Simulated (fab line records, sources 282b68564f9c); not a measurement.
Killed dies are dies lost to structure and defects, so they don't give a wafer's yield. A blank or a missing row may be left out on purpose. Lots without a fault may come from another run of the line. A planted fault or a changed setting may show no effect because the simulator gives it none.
Which tool did it? | flow rit_cmos | 14 lots, 42 wafers sampled, at 2 steps of a route of 202

WHAT THE GAUGES READ, wafer by wafer
RIT_SPACER_THK_MEAS_04. Usual: SPACER_NITRIDE_THK 250.0 nm, standard deviation 2.2.
lot  | measured    | on            | SPACER_NITRIDE_THK (nm) | flag
L394 | day 3 00:49 | film_metro-03 | 249.1 247.9 250.3       |
L395 | day 3 08:50 | film_metro-01 | 252.2 251.5 251.3       |
L396 | day 3 14:10 | film_metro-03 | 249.5 247.5 248.8       |
L397 | day 3 20:56 | film_metro-01 | 249.4 248.7 249.8       |
L399 | day 4 06:17 | film_metro-04 | 250.2 250.8 251.2       |
L400 | day 4 09:30 | film_metro-03 | 249.7 250.0 247.1       |
L401 | day 4 14:43 | film_metro-01 | 249.5 249.7 249.7       |
L403 | day 5 00:48 | film_metro-03 | 248.1 247.3 250.4       |
L404 | day 5 06:43 | film_metro-01 | 247.7 246.7 249.1       |
L407 | day 5 17:13 | film_metro-03 | 249.9 252.5 252.5       |
L408 | day 6 02:44 | film_metro-04 | 250.9 251.5 251.3       |
L409 | day 6 06:25 | film_metro-03 | 251.9 253.1 251.0       |
L410 | day 6 08:08 | film_metro-01 | 280.6 282.3 286.3       | OFF
L411 | day 6 16:07 | film_metro-01 | 260.4 265.2 282.7       | OFF

WHICH TOOL RAN EACH LOT (tool, then ch and the chambers of the sampled wafers, then the start)
lot  | RIT_SPACER_CVD_03
L394 | lpcvd-02 ch 0, day 2 22:53
L395 | lpcvd-02 ch 0, day 3 06:55
L396 | lpcvd-01 ch 0, day 3 12:14
L397 | lpcvd-02 ch 0, day 3 19:01
L399 | lpcvd-02 ch 1, day 4 04:23
L400 | lpcvd-02 ch 0, day 4 07:35
L401 | lpcvd-02 ch 1, day 4 12:47
L403 | lpcvd-02 ch 0, day 4 22:53
L404 | lpcvd-02 ch 0, day 5 03:49
L407 | lpcvd-02 ch 1, day 5 15:17
L408 | lpcvd-01 ch 1, day 6 00:48
L409 | lpcvd-02 ch 0, day 6 04:29
L410 | lpcvd-01 ch 0, day 6 06:13
L411 | lpcvd-01 ch 0, day 6 14:11
- RIT_SPACER_CVD_03: deposits Si3N4 from SiH2Cl2/NH3, target thk 250 nm, time 3300 s.

WHAT THE TOOLS THEMSELVES READ (means of the sampled wafers that have a number; where no wafer has one, the mark that the record gives instead)
RIT_SPACER_CVD_03. Usual: spike_tc_centre_C 812.6 C, standard deviation 1.4; spike_tc_source_C 833.0 C, standard deviation 1.2; susceptor_temp_C 810.0 C, standard deviation 0.37.
lot  | tool     | spike_tc_centre_C (C) | spike_tc_source_C (C) | susceptor_temp_C (C) | flag
L394 | lpcvd-02 | 814.0                 | 832.5                 | 809.9                |
L395 | lpcvd-02 | 813.8                 | 833.0                 | 809.3                |
L396 | lpcvd-01 | 812.5                 | 831.6                 | 809.9                |
L397 | lpcvd-02 | 812.6                 | 833.3                 | 810.0                |
L399 | lpcvd-02 | 811.8                 | 833.3                 | 810.2                |
L400 | lpcvd-02 | 813.8                 | 832.1                 | 809.4                |
L401 | lpcvd-02 | 811.9                 | 833.4                 | 809.3                |
L403 | lpcvd-02 | 814.4                 | 833.8                 | 810.1                |
L404 | lpcvd-02 | 812.8                 | 832.9                 | 810.2                |
L407 | lpcvd-02 | 810.4                 | 833.9                 | 809.9                |
L408 | lpcvd-01 | 812.4                 | 834.3                 | 809.8                |
L409 | lpcvd-02 | 814.3                 | 832.9                 | 810.5                |
L410 | lpcvd-01 | 824.7                 | 832.1                 | 809.9                | OFF
L411 | lpcvd-01 | 824.8                 | 832.0                 | 809.6                | OFF

THE ANSWER, worked out from the rows above alone
Rule: a lot is off if the mean of its wafers that have a number lies more than 3 standard deviations from the usual mean. A lot without any number at a reading at which 4 lots or more have one is off too. The other lots that the step has rows for count as sound. The gauges are gone through in route order, then the tools' own readings, and for those a lot's mean is taken as printed above. The first step at which some lot is off is used, and at that step the reading that is off furthest; a lot without a number counts as furthest.
Off: L410, L411, at RIT_SPACER_THK_MEAS_04 (SPACER_NITRIDE_THK).
A tool fits if, at a process step before that reading, it ran every lot that is off, and no sound lot after the first of them. The gauges at RIT_SPACER_THK_MEAS_04 aren't tried: what is off there is off at RIT_SPACER_CVD_03 too, on other tools, and a gauge's error can't cause that. One fits: lpcvd-01 at RIT_SPACER_CVD_03. Its last sound lot is L408 (day 6 00:48), its first lot that is off L410 (day 6 06:13): a fault that began between those two fits.
The tool's own readings at RIT_SPACER_CVD_03 bear it out: on the lots that are off they differ by more than 5 times the standard deviation of the sound lots' means. spike_tc_centre_C reads 824.8 C there against 812.9 C on the sound lots.

WHAT THE SIMULATOR HAD PUT IN
Process parameter drift: lpcvd-01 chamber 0, from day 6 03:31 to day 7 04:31, at RIT_SPACER_CVD_03. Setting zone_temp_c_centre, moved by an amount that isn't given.
Lots struck among those shown: L410, L411. The rule above found the same.
